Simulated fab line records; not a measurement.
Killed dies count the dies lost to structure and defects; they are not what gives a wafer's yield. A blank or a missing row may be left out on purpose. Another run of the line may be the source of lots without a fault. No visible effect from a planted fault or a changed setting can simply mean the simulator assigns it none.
A single fault, viewed from 2 desks	flow berkeleyCmos170	every desk sees just its own numbers, and what lay behind them comes last

THE TOOL OWNER'S DESK: rieDiel-04
The tool's own readings at UCB170_NWELL_ETCH_13 (etches Si3N4 in CH3F/Ar/O2, stops on SiO2, target depth 246.4 nm, time 154 s): means of the sampled wafers that have a number, for each lot that ran on this tool. Marked OUT: a lot whose mean sits more than 4 standard deviations from the usual mean, which makes it out of limits; the brackets give that distance.
Columns: A = drypumpMotorCurrentA at UCB170_NWELL_ETCH_13, usual 5.7 A; B = oesProductAu at UCB170_NWELL_ETCH_13, usual 0.946 a.u.; C = throttleValvePct at UCB170_NWELL_ETCH_13, usual 8.11 %
lot	first seen here	A	B	C
L575	day 2 07:23	5.4	0.937	8.18
L577	day 2 18:40	5.5	0.937	8.13
L584	day 4 00:35	5.5	0.941	8.17
L585	day 4 07:15	5.3	0.939	8.04
This desk found nothing out of limits on any of the 4 lots.

AT THE METROLOGY DESK
What the gauges read, lot by lot, whatever tool the lot ran on: means of the sampled wafers that have a number. Marked OUT: a lot whose mean sits more than 4 standard deviations from the usual mean, which makes it out of limits; the brackets give that distance.
Columns: A = NWELL_OXIDE_THK at UCB170_NWELL_THK_MEAS_02, usual 26.2 nm; B = NWELL_NITRIDE_THK at UCB170_NWELL_THK_MEAS_05, usual 224.0 nm; C = NWELL_OVL at UCB170_NWELL_OVL_MEAS_12, usual 3 nm; D = NWELL_TW at UCB170_NWELL_TW_MEAS_16, usual 1257
lot	first seen here	A	B	C	D
L575	day 2 00:18	26.4	223.7	-6	1237
L577	day 2 11:40	26.2	221.9	-9	1273
L584	day 3 17:59	25.8	224.4	7	1277
L585	day 3 23:10	26.2	221.4	8	1231
L594	day 5 20:51	26.4	224.7	4	1276
L596	day 6 03:44	26.6	226.5	-1	1284
This desk found nothing out of limits on any of the 6 lots.

ALL TOGETHER
The tool owner's desk saw nothing out of limits.
From the metrology desk's view, nothing was out of limits.

WHAT HAD BEEN PUT IN BY THE SIMULATOR
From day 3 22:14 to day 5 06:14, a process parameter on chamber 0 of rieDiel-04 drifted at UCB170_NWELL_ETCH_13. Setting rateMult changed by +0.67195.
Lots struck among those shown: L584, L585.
